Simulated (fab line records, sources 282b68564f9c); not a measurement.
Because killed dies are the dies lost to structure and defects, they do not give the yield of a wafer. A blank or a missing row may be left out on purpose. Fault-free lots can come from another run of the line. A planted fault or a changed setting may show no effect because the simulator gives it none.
A struck lot beside a sound one / flow ritCmos / 20 out of 202 route steps
Sound: these wafers, L950.2, L950.3, L950.4. The struck wafers were L948.1, L948.2, L948.5. The cause is named last.
Per side, at each step with rows, come the tool, then ch with its chambers, and then its first start. Under that, the readings that differ: sound wafers / struck wafers / difference of the means / sigmas: that difference in standard deviations of wafers without a fault.
alike: readings with means less than 2 such deviations apart, plus words and numbers identical on both sides. not compared: withheld readings, readings lacking a value on some wafer, bounds such as >300 that could conceal the same value, and numbers that have no deviation in the record and whose values overlap.
The two part at a step that has a row with sigmas, a row that says differs or no value, or rows on one side only. Numbers that have no deviation but don't overlap get no sigmas and don't part them. A reading that every wafer of one side lacks parts them only if that side has two wafers or more.

first, 2 steps without rows for these wafers: RIT_NWELL_HARDBAKE_07 (time 120 s); RIT_NWELL_IMPLANT_08.
RIT_NWELL_STRIP_09: strips in O2, time 180 s.
  sound on plasmaAsher-02 ch 0,1, day 5 06:26; struck on plasmaAsher-01 ch 0,1, day 4 15:22
reading=drypumpMotorCurrentA (A); sound=6.44 6.42 6.41; struck=5.70 5.96 5.71; difference=-0.63; sigmas=-3
  not compared: rfHoursCounterH
RIT_NWELL_TW_MEAS_10:
  sound: filmMetro-04 at day 5 06:37; struck: filmMetro-04 at day 4 15:32
  alike: NWELL_TW
then, 6 steps without rows for these wafers: RIT_PWELL_HMDS_00 (prime time 60 s); RIT_PWELL_COAT_01 (resist thk 1300 nm); RIT_PWELL_SOFTBAKE_02 (time 58.85 s); RIT_PWELL_EXPOSE_03 (exposes mask M3, target cd 43700 nm); RIT_PWELL_PEB_04; RIT_PWELL_DEVELOP_05 (develop time 68 s).
RIT_PWELL_OVL_MEAS_06:
  sound: overlay-01 at day 5 07:41; struck: overlay-01 at day 4 16:36
  alike: PWELL_OVL
then, 1 step without rows for these wafers: RIT_PWELL_HARDBAKE_07 (time 120 s).
RIT_PWELL_IMPLANT_08:
  sound on implanter-03 ch 0, day 5 07:59; struck on implanter-02 ch 0, day 4 16:53
reading=doseIonsCm2; sound=6.993e+13 6.997e+13 6.995e+13; struck=5.535e+13 5.524e+13 5.525e+13; difference=-1.467e+13; sigmas=-99 or more
reading=faradayCurrentUA; sound=221 220 221; struck=177 176 175; difference=-45; sigmas=-10
  alike: beamOnS
RIT_PWELL_STRIP_09: strips in O2, time 180 s.
  sound on plasmaAsher-01 ch 0,1, day 5 08:07; struck on plasmaAsher-01 ch 0,1, day 4 17:02
  alike: drypumpMotorCurrentA
  not compared: rfHoursCounterH
RIT_PWELL_TW_MEAS_10:
  sound: filmMetro-04 at day 5 08:18; struck: filmMetro-02 at day 4 17:13
reading=PWELL_TW; sound=945 947 952; struck=881 884 879; difference=-67; sigmas=-10
then, 1 step without rows for these wafers: RIT_WELLDRIVE_ANNEAL_00 (time 14700 s).
RIT_WELLDRIVE_RS_MEAS_01: a four-point-probe measurement.
  sound: filmMetro-02 at day 5 14:29; struck: filmMetro-01 at day 4 23:00
  alike: NWELL_RS
RIT_WELLDRIVE_RS_MEAS_02: a four-point-probe measurement.
  sound: filmMetro-02 at day 5 14:36; struck: filmMetro-01 at day 4 23:07
reading=PWELL_RS (ohm/sq); sound=428.7 427.0 426.2; struck=498.8 498.1 498.6; difference=+71.2; sigmas=+59
then, 1 step without rows for these wafers: RIT_NRETRO_HMDS_00 (prime time 60 s).
RIT_M1_PROBE_99:
  sound: prober-01 at day 6 20:45; struck: prober-01 at day 6 08:45
reading=model.etest.nmos_0p3.rOnOhmUm; sound=2224 2130 2148; struck=2028 2058 2029; difference=-129; sigmas=
reading=model.etest.pwellPinched.rsOhmSq; sound=464.4 458 463.2; struck=536.6 534.4 539.9; difference=+75.1; sigmas=
reading=model.etest.pwell.rsOhmSq; sound=419.1 416.3 421.1; struck=483.8 479.3 495.6; difference=+67.4; sigmas=
reading=model.etest.nmosTurned.driveUaUm; sound=324.1 336.9 332; struck=364.1 357.6 366; difference=+31.6; sigmas=
reading=model.etest.nmos_0p15.driveUaUm; sound=464.1 480.9 483.9; struck=497.2 487.3 496.9; difference=+17.5; sigmas=
reading=model.etest.nmosNarrow.driveUaUm; sound=226.5 233.2 236.5; struck=265.7 256.1 260.5; difference=+28.7; sigmas=
reading=model.etest.nmos_0p3.driveUaUm; sound=218.6 223.4 227.7; struck=253.9 248.9 251.5; difference=+28.2; sigmas=
  alike: killedAtContacts, killedAtFrontEnd, killedDies, killedOnRim, killedOpen, killedShort
  not compared: model.etest.nmos_0p15.rOnOhmUm

== WHERE THEY PART ==
Earliest at RIT_NWELL_STRIP_09; latest, in this record, at RIT_WELLDRIVE_RS_MEAS_02. Later steps at which nothing parts them and some readings are alike: RIT_M1_PROBE_99.

WHY: the cause the simulator had injected
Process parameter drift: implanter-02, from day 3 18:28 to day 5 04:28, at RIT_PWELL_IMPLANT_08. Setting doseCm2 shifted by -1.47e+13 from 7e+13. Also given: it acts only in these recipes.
